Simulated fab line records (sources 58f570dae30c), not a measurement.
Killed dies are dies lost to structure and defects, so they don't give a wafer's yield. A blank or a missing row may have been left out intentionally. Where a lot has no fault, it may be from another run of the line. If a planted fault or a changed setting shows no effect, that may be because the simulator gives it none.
Matching of chambers :: flow berkeley_cmos170 :: rie_diel-03 running UCB170_CONTACT_ETCH_17: 4 sister chambers
The step etches BARC in N2/H2. 8 wafers are shown with their chamber, then 8 later ones without.

## WAFERS WITH THEIR CHAMBER
wafer: L163.2
chamber: 3
drypump_motor_current_A (A): 5.3
throttle_valve_pct (%): 13.18

wafer: L168.4
chamber: 0
drypump_motor_current_A (A): 5.8
throttle_valve_pct (%): 13.39

wafer: L176.2
chamber: 0
drypump_motor_current_A (A): 5.9
throttle_valve_pct (%): 13.39

wafer: L176.5
chamber: 2
drypump_motor_current_A (A): 6.2
throttle_valve_pct (%): 13.53

wafer: L177.1
chamber: 3
drypump_motor_current_A (A): 5.3
throttle_valve_pct (%): 13.18

wafer: L177.2
chamber: 2
drypump_motor_current_A (A): 6.2
throttle_valve_pct (%): 13.53

wafer: L177.3
chamber: 1
drypump_motor_current_A (A): 5.4
throttle_valve_pct (%): 13.37

wafer: L178.2
chamber: 1
drypump_motor_current_A (A): 5.3
throttle_valve_pct (%): 13.33

## WAFERS WITHOUT THEIR CHAMBER
wafer: L178.3
drypump_motor_current_A (A): 6.1
throttle_valve_pct (%): 13.51

wafer: L178.6
drypump_motor_current_A (A): 5.8
throttle_valve_pct (%): 13.41

wafer: L180.2
drypump_motor_current_A (A): 5.8
throttle_valve_pct (%): 13.39

wafer: L180.3
drypump_motor_current_A (A): 5.4
throttle_valve_pct (%): 13.33

wafer: L180.6
drypump_motor_current_A (A): 5.3
throttle_valve_pct (%): 13.19

wafer: L183.2
drypump_motor_current_A (A): 5.3
throttle_valve_pct (%): 13.35

wafer: L183.4
drypump_motor_current_A (A): 6.2
throttle_valve_pct (%): 13.53

wafer: L183.6
drypump_motor_current_A (A): 5.4
throttle_valve_pct (%): 13.36

## CHAMBER TAKEN BY EACH
wafer: L178.3
from the rows above: 2
in truth: 2

wafer: L178.6
from the rows above: 0
in truth: 0

wafer: L180.2
from the rows above: 0
in truth: 0

wafer: L180.3
from the rows above: 1
in truth: 1

wafer: L180.6
from the rows above: 3
in truth: 3

wafer: L183.2
from the rows above: 1
in truth: 1

wafer: L183.4
from the rows above: 2
in truth: 2

wafer: L183.6
from the rows above: 1
in truth: 1
Correct placement for 8 of the 8. Number that these rows cannot place: 0. Wrongly placed: 0.
How it was worked out, from the rows above alone: a wafer's distance from a chamber is the root of the sum, over the readings, of the square of ((its reading less the chamber's mean) divided by the reading's scatter). The wafer belongs to the nearest chamber; if the next one is less than 2 further off, it can't be placed. Each chamber's mean is taken over the wafers shown for it. The scatter is the square root of a quotient: the sum, over the shown wafers, of each reading's squared deviation from its chamber's mean, divided by wafers minus chambers.
